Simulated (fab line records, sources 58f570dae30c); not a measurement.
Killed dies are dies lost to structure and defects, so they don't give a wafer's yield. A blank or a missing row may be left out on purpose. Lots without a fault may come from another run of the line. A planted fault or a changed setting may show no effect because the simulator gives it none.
A struck lot beside a sound one | flow berkeley_cmos170 | 15 steps out of a route of 331
Sound: wafers L106.1, L106.3, L106.6. Struck: wafers L116.1, L116.3. (L116.2 of the same lot was not struck and is left out.) The cause comes at the end.
At each step with rows: each side's tool, then ch and its chambers, then its first start. Under that, the readings that differ: sound wafers | struck wafers | difference of the means | sigmas: that difference in standard deviations of wafers without a fault.
alike: readings whose means differ by less than 2 such deviations, and words and numbers that are the same on both sides. not compared: withheld readings, readings that some wafer has no value for, bounds like >300 that may hide the same value, and numbers for which the record gives no deviation and whose values overlap.
The two part at a step that has a row with sigmas, a row that says differs or no value, or rows on one side only. Numbers that don't overlap but have no deviation are shown without sigmas and don't part them. A reading that every wafer of one side lacks parts them only if that side has two wafers or more.

first, 2 steps without rows for these wafers: UCB170_PWELL_ANNEAL_04 (time 900 s); UCB170_PWELL_CVD_05 (deposits Si3N4 from SiH2Cl2/NH3, target thk 220 nm, time 3300 s).
UCB170_PWELL_THK_MEAS_06:
  sound on film_metro-04, day 4 10:50; struck on film_metro-03, day 6 05:09
  alike: PWELL_NITRIDE_THK
then, 6 steps without rows for these wafers: UCB170_PWELL_HMDS_07 (prime time 60 s); UCB170_PWELL_COAT_08 (resist thk 900 nm); UCB170_PWELL_SOFTBAKE_09 (time 60 s); UCB170_PWELL_EXPOSE_10 (exposes mask PWELL, target cd 3000 nm); UCB170_PWELL_PEB_11; UCB170_PWELL_DEVELOP_12 (develop time 45 s).
UCB170_PWELL_OVL_MEAS_13:
  sound on overlay-01, day 4 12:04; struck on overlay-02, day 6 06:23
  alike: PWELL_OVL
UCB170_PWELL_ETCH_14: etches Si3N4 in CH3F/Ar/O2, stops on SiO2, target depth 242 nm, time 151 s.
  sound on rie_diel-01 ch 1,3, day 4 12:07; struck on rie_diel-01 ch 0,1, day 6 06:25
  alike: drypump_motor_current_A, oes_product_au, throttle_valve_pct
  not compared: rf_hours_counter_h
then, 1 step without rows for these wafers: UCB170_PWELL_IMPLANT_15.
UCB170_PWELL_STRIP_16: strips in O2.
  sound on plasma_asher-03 ch 0,1, day 4 12:22; struck on plasma_asher-03 ch 0, day 6 06:40
  reading               | sound             | struck      | difference | sigmas
  oes_product_au (a.u.) | 0.721 0.717 0.722 | 0.638 0.637 | -0.083     | -18
  overash_fraction      | 0.5 0.5 0.5       | 0.8 0.8     | +0.3       |
  alike: drypump_motor_current_A, strip_time_to_endpoint_s
  not compared: rf_hours_counter_h
UCB170_PWELL_TW_MEAS_17:
  sound on film_metro-02, day 4 12:29; struck on film_metro-03, day 6 06:46
  reading  | sound       | struck  | difference | sigmas
  PWELL_TW | 382 383 383 | 373 373 | -10        | -3
-- the record jumps here: 5 days lie between the struck wafers' starts before and after (it left off in module PWELL and takes up again in module M3, whose first step shown is number 331 of the route) --
UCB170_M3_PROBE_99:
  the record has rows for the struck wafers here (prober-01, day 10 22:58) and none for the sound ones

WHERE THEY PART
First at UCB170_PWELL_STRIP_16; last, within this record, at UCB170_M3_PROBE_99.

WHY: what the simulator had put in
Process parameter drift: plasma_asher-03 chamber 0, from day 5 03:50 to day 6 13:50, at UCB170_PWELL_STRIP_16. Setting overash_fraction, moved by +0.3, from 0.5. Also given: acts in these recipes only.
